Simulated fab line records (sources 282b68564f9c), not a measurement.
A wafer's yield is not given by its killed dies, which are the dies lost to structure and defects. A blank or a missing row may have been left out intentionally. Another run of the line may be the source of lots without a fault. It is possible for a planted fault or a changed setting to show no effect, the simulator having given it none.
Problem report in the 8D (eight disciplines) form, filled by code -- flow rit cmos -- the parts of the form that need people (team, actions taken, sign-off) are left out

## 1. PROBLEM STATEMENT
Mean of killed at front end at RIT_M1_PROBE_99: 112 across 9 wafers in 3 lots; on wafers with no fault it is 7 (standard deviation 3.2). That is +33 standard deviations from the usual mean.
First observed at day 6 18:32: wafer L200.1, on prober-02. Wafers with a number at this step in the record: 33, from 11 lots. By rule, "out" or "out of limits" means more than 4 standard deviations away from the usual mean. Any other wafer with a number is counted as sound.

## 2. WHAT IT IS, AND WHAT IT ISN'T
question,is,is not
which readings at this step,"killed at front end, killed dies, killed on rim","killed_at_M0_to_M3, killed open, killed short"
which lots,"L200, L202, L203","L186, L187, L189, L190, L191, L192, L193, L195"
which wafers of those lots,all that have a number,-
read on which tools,"prober-01, prober-02",-
when,from day 6 18:32,up to then (24 sound wafers)

## 3. THE SUSPECTS, EACH WITH WHAT RULES IT OUT
Counting: any tool at a process step up to the reading is kept as a suspect provided that every lot that is out went through it and no sound lot did after the first of them.
- furnace-04 at RIT_ACTIVE_OXIDATION_01 (target thk 46.8 nm, ox time 3360 s): kept. All lots that are out passed through it, beginning with L200 at day 4 18:07, and no sound lot followed; its final sound lot before that point was L192 at day 3 02:07.
The count leaves furnace-04 at RIT_ACTIVE_OXIDATION_01.

## 4. THE CAUSE (what the simulator had put in)
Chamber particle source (furnace-04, RIT_ACTIVE_OXIDATION_01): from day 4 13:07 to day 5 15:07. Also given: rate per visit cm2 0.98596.
Counting left only this tool.

## 5. SEQUENCE OF EFFECTS, ordered by route
Each row: a reading whose mean over the struck wafers that have a number lies more than 3 standard deviations from the usual. Only readings for which the record gives a usual standard deviation are gone through. hours: the time from each lot's start at the first step in this table that gives one to its start at this step, as a median over the lots. sigmas: the change in usual standard deviations.
hours,step,reading,usual,on struck wafers,change,sigmas
0,RIT_M1_PROBE_99,killed at front end,7,112,+105,+33
0,RIT_M1_PROBE_99,killed dies,7,112,+105,+33
0,RIT_M1_PROBE_99,killed on rim,1.9,30.0,+28.1,+20
Here are the process steps it includes:
- RIT_M1_PROBE_99

## 6. WHAT WOULD HAVE CAUGHT IT SOONER
The fault began at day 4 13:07; the first out-of-limits reading in this record came at day 6 18:32, 53 hours later.
By day 6 18:32, every lot that is out (3) had started RIT_ACTIVE_OXIDATION_01 on furnace-04. Had the tool been put on hold then, not one of them would have been saved.
